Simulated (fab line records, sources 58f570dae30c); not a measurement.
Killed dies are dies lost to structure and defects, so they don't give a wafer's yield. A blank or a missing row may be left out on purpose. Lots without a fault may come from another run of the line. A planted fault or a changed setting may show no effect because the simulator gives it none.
The tool behind it: which one? :: flow berkeley cmos170 :: Sampling: 7 lots, 21 wafers, 2 of 331 route steps

== WHAT THE GAUGES SHOWED, per wafer ==
UCB170_SACOX_THK_MEAS_02.
lot: L365
measured: day 7 04:27
on: film metro-04
SACOX_OXIDE_THK (nm): 14.84 14.71 14.71

lot: L366
measured: day 7 04:31
on: film metro-04
SACOX_OXIDE_THK (nm): 14.54 14.46 14.50

lot: L370
measured: day 7 04:34
on: film metro-03
SACOX_OXIDE_THK (nm): 14.44 14.77 14.42

lot: L372
measured: day 7 17:29
on: film metro-02
SACOX_OXIDE_THK (nm): 14.26 14.25 14.29

lot: L380
measured: day 10 01:19
on: film metro-03
SACOX_OXIDE_THK (nm): 14.97 14.82 14.98

lot: L382
measured: day 10 01:20
on: film metro-02
SACOX_OXIDE_THK (nm): 14.42 14.67 14.46

lot: L385
measured: day 10 01:17
on: film metro-03
SACOX_OXIDE_THK (nm): 14.62 14.50 14.52

== EACH LOT AND THE TOOL THAT RAN IT (in order: tool; ch and the chambers of the sampled wafers; start) ==
lot: L365
UCB170_SACOX_OXIDATION_01: furnace-01 ch 0, day 7 02:47

lot: L366
UCB170_SACOX_OXIDATION_01: furnace-01 ch 0, day 7 02:47

lot: L370
UCB170_SACOX_OXIDATION_01: furnace-01 ch 0, day 7 02:47

lot: L372
UCB170_SACOX_OXIDATION_01: furnace-02 ch 0, day 7 15:49

lot: L380
UCB170_SACOX_OXIDATION_01: furnace-01 ch 0, day 9 23:35

lot: L382
UCB170_SACOX_OXIDATION_01: furnace-01 ch 0, day 9 23:35

lot: L385
UCB170_SACOX_OXIDATION_01: furnace-01 ch 0, day 9 23:35
- UCB170_SACOX_OXIDATION_01: target thk 14.4 nm, ox time 2400 s.

== THE ANSWER, worked out from the rows above alone ==
Rule: what is usual is taken from the lots themselves. Put in order of their means at a reading, lots are off if they are a third of the lots or fewer, leave a main group of 4 or more, and stand apart from it by a gap of 3 or more times the standard deviation of the main group's means; of several such gaps the widest counts. A main group is skipped when, at the precision printed for the reading in the tables above, its means are all equal. A lot without any number at a reading at which 4 lots or more have one is off too. Any other lot the step has rows for is counted as sound.
None of the lots is off at any reading shown; this tells nothing.

== WHAT THE SIMULATOR PUT IN ==
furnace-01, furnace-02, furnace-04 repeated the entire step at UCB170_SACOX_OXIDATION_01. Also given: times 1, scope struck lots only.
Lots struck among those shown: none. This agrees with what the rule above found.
